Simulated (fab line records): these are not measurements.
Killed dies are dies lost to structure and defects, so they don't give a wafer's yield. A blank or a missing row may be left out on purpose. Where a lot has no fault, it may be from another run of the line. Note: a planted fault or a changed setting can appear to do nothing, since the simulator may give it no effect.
Split-lot experiment | flow berkeley_cmos170 | 5 lots, 23 wafers read, on a route of 331 steps

ABOUT THE SPLIT
At UCB170_ACTIVE_COAT_08 (resist thk 900 nm), the setting spin_rpm was moved away from the recipe's 1500 rpm on 9 of the 23 wafers read, by -6.7% to +2.9%. For the rest of the wafers, this setting stayed at what the recipe calls for.

FROM THE SPLIT TO THE READING: what the file shows between them, 2 steps
- UCB170_ACTIVE_SOFTBAKE_09: time 58.88 s
- UCB170_ACTIVE_EXPOSE_10: exposes mask ACTIVE, target cd 1200 nm

THE READING
KrF_of_ACTIVE_COAT_08.thk_nm (the simulator's own value, which no gauge read), in nm, at UCB170_ACTIVE_ETCH_15 (etches Si3N4 in CH3F/Ar/O2, stops on SiO2, target depth 242 nm, time 151 s). The file does not state a usual value for it. Across the 14 wafers here that went through the recipe, the average is 726.2 nm and the standard deviation 4 nm.

wafer  | tool, chamber at the split | spin_rpm as run, rpm | against the recipe | KrF_of_ACTIVE_COAT_08.thk_nm, nm | against lot-mates on the recipe
L074.1 | litho_track-02, 0          | 1500                 | recipe             | 730.1                            | -
L074.2 | litho_track-02, 0          | 1500                 | recipe             | 732.6                            | -
L074.6 | litho_track-02, 0          | 1500                 | recipe             | 729.8                            | -
L076.2 | litho_track-02, 0          | 1500                 | recipe             | 719.6                            | -
L076.3 | litho_track-02, 0          | 1536                 | +2.4%              | 710.4                            | -12.4
L076.4 | litho_track-02, 0          | 1536                 | +2.4%              | 716.5                            | -6.3
L076.5 | litho_track-02, 0          | 1500                 | recipe             | 723.1                            | -
L076.6 | litho_track-02, 0          | 1500                 | recipe             | 725.8                            | -
L078.1 | litho_track-02, 0          | 1500                 | recipe             | 726.8                            | -
L078.2 | litho_track-02, 0          | 1399                 | -6.7%              | 750.5                            | +25.8
L078.4 | litho_track-02, 0          | 1399                 | -6.7%              | 751.6                            | +26.9
L078.5 | litho_track-02, 0          | 1500                 | recipe             | 728.3                            | -
L078.6 | litho_track-02, 0          | 1500                 | recipe             | 719.1                            | -
L083.1 | litho_track-03, 0          | 1500                 | recipe             | 725.3                            | -
L083.2 | litho_track-03, 0          | 1500                 | recipe             | 728.7                            | -
L083.4 | litho_track-03, 0          | 1544                 | +2.9%              | 706.9                            | -20.1
L083.5 | litho_track-03, 0          | 1544                 | +2.9%              | 714.4                            | -12.6
L083.6 | litho_track-03, 0          | 1544                 | +2.9%              | 707.6                            | -19.4
L082.1 | litho_track-01, 0          | 1464                 | -2.4%              | 732.9                            | +7.2
L082.3 | litho_track-01, 0          | 1464                 | -2.4%              | 737.8                            | +12.1
L082.4 | litho_track-01, 0          | 1500                 | recipe             | 723.9                            | -
L082.5 | litho_track-01, 0          | 1500                 | recipe             | 731                              | -
L082.6 | litho_track-01, 0          | 1500                 | recipe             | 722.3                            | -

FIT RESULTS
A straight line over all 23 wafers: KrF_of_ACTIVE_COAT_08.thk_nm changes by -4.24 nm for each +1% of spin_rpm; r = -0.94; the points scatter about the line by 4.1 nm.
The same after taking each lot's own level away (the mean of its wafers on the recipe; 23 wafers): -4.32 nm for each +1%; r = -0.95; scatter 3.5 nm.
The reading moves by 29 nm for the largest change in spin_rpm, on that fit.
The span of the lots' own levels, 722.83 to 730.83 nm, comes to 2.0 times the standard deviation stated above.
Hence the lot-to-lot level has little effect on the slope; both slopes agree.
Check: +29.6 nm against its lot-mates is what the line predicts for one of the wafers moved furthest among these (-6.7%) when that wafer is left out of the fit. Against them it came out at +25.8 nm.

OTHER SPLITS APPLIED TO THESE WAFERS
Before the reading, these wafers also passed through other splits. Each is held against what the fit with the lots' levels taken away leaves over:
other split on the same wafers     | wafers away from the commonest value | r with KrF_of_ACTIVE_COAT_08.thk_nm (lot level and that fit taken away)
UCB170_ZERO_COAT_01 resist_thk_nm  | 8                                    | -0.24
UCB170_NWELL_COAT_07 spin_rpm      | 8                                    | -0.09
UCB170_NWELL_DEVELOP_11 dev_temp_c | 6                                    | +0.04
UCB170_PWELL_PEB_11 peb_temp_c     | 9                                    | -0.04

THE WHOLE CHAIN: every reading that the file lists as answering this split, in the file's order
step                   | what it does                                                               | reading                                                                       | change (the file's fit)                                                              | r (the file's)
UCB170_ACTIVE_COAT_08  | resist thk 900 nm                                                          | KrF_of_ACTIVE_COAT_08.thk_nm (the simulator's own value, which no gauge read) | -4.31 nm for each +1% of the setting                                                 | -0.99
UCB170_ACTIVE_ETCH_15  | etches Si3N4 in CH3F/Ar/O2, stops on SiO2, target depth 242 nm, time 151 s | KrF_of_ACTIVE_COAT_08.thk_nm (the simulator's own value, which no gauge read) | -4.18 nm for each +1% of the setting                                                 | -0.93
UCB170_ACTIVE_STRIP_16 | strips in O2                                                               | strip_time_to_endpoint_s                                                      | withheld for each +1% of the setting, in a fit together with power_w@ACTIVE_STRIP_16 | 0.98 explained

THE FILE'S OWN FIT
KrF_of_ACTIVE_COAT_08.thk_nm changes by -4.18 nm for each +1% of spin_rpm, r = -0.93.
